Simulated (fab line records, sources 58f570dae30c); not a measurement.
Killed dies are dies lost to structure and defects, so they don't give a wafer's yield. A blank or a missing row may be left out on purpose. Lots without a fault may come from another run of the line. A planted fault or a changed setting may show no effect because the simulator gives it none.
One fault seen from 2 desks | flow berkeley_cmos170 | each desk has only its own numbers; what lay behind them comes last

THE TOOL OWNER'S DESK: pecvd-03
The tool's own readings at UCB170_SPACER_CVD_00 (deposits SiO2 from TEOS/O2, target thk 376 nm, time 47 s): means of the sampled wafers that have a number, for each lot that ran on this tool. A lot is out of limits, marked OUT, if its mean lies more than 4 standard deviations from the usual mean; the brackets give that distance.
Columns: A = heater_power_w at UCB170_SPACER_CVD_00, usual 247 W
lot  | first seen here | A
L857 | day 8 04:08     | 279
L867 | day 9 17:09     | 294
L869 | day 10 02:49    | 362
This desk's finding: nothing out of limits on any of the 3 lots.

THE METROLOGY DESK
What the gauges read, lot by lot, whatever tool the lot ran on: means of the sampled wafers that have a number. A lot is out of limits, marked OUT, if its mean lies more than 4 standard deviations from the usual mean; the brackets give that distance. Of its 10 readings 7 are shown: the one that was out of limits first, and those that lie furthest out on some lot.
Columns: A = cd_nm at UCB170_NLDD_CD_MEAS_06, usual 1200.0 nm; B = NLDD_OVL at UCB170_NLDD_OVL_MEAS_07, usual -2 nm; C = SPACER_TEOS_THK at UCB170_SPACER_THK_MEAS_01, usual 378 nm; D = cd_nm at UCB170_PSD_CD_MEAS_06, usual 1200.4 nm; E = PSD_OVL at UCB170_PSD_OVL_MEAS_07, usual -3 nm; F = PSD_TW at UCB170_PSD_TW_MEAS_10, usual 2316; G = cd_nm at UCB170_NSD_CD_MEAS_06, usual 1199.9 nm
lot  | first seen here | A      | B  | C              | D      | E   | F    | G
L857 | day 8 03:13     | 1199.4 | 1  | 373            | 1202.5 | 0   | 2292 | 1201.1
L863 | day 9 02:08     | 1200.2 | 1  | 378            | 1198.9 | -3  | 2328 | 1198.6
L867 | day 9 16:13     | 1198.9 | -4 | 331 (-7.3) OUT | 1201.2 | -8  | 2330 | 1198.9
L869 | day 10 01:54    | 1200.9 | -3 | 333 (-7.0) OUT | 1201.7 | -11 | 2323 | 1199.7
L871 | day 10 17:16    | 1201.3 | -3 | 380            | 1199.7 | 1   | 2330 | 1199.6
L876 | day 11 07:56    | 1199.1 | 5  | 385            | 1200.0 | -7  | 2325 | 1202.2
This desk's finding: out of limits on L867, L869; first on L867, day 9 17:12 (SPACER_TEOS_THK at UCB170_SPACER_THK_MEAS_01). In limits: L857, L863, L871, L876.

PUT TOGETHER
The metrology desk could have raised an alarm at day 9 17:12, on L867, L869.
The tool owner's desk saw nothing out of limits.
The tool owner's desk has L867, L869 on record, within its limits.
Of the lots named, all ran UCB170_SPACER_CVD_00 on pecvd-03.

WHAT THE SIMULATOR HAD PUT IN
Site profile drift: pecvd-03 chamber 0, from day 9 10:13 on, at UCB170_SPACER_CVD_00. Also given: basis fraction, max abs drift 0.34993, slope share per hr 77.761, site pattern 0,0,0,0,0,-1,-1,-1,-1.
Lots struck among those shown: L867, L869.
Hours from the fault's start to each desk's first reading out of limits: the metrology desk, 7.
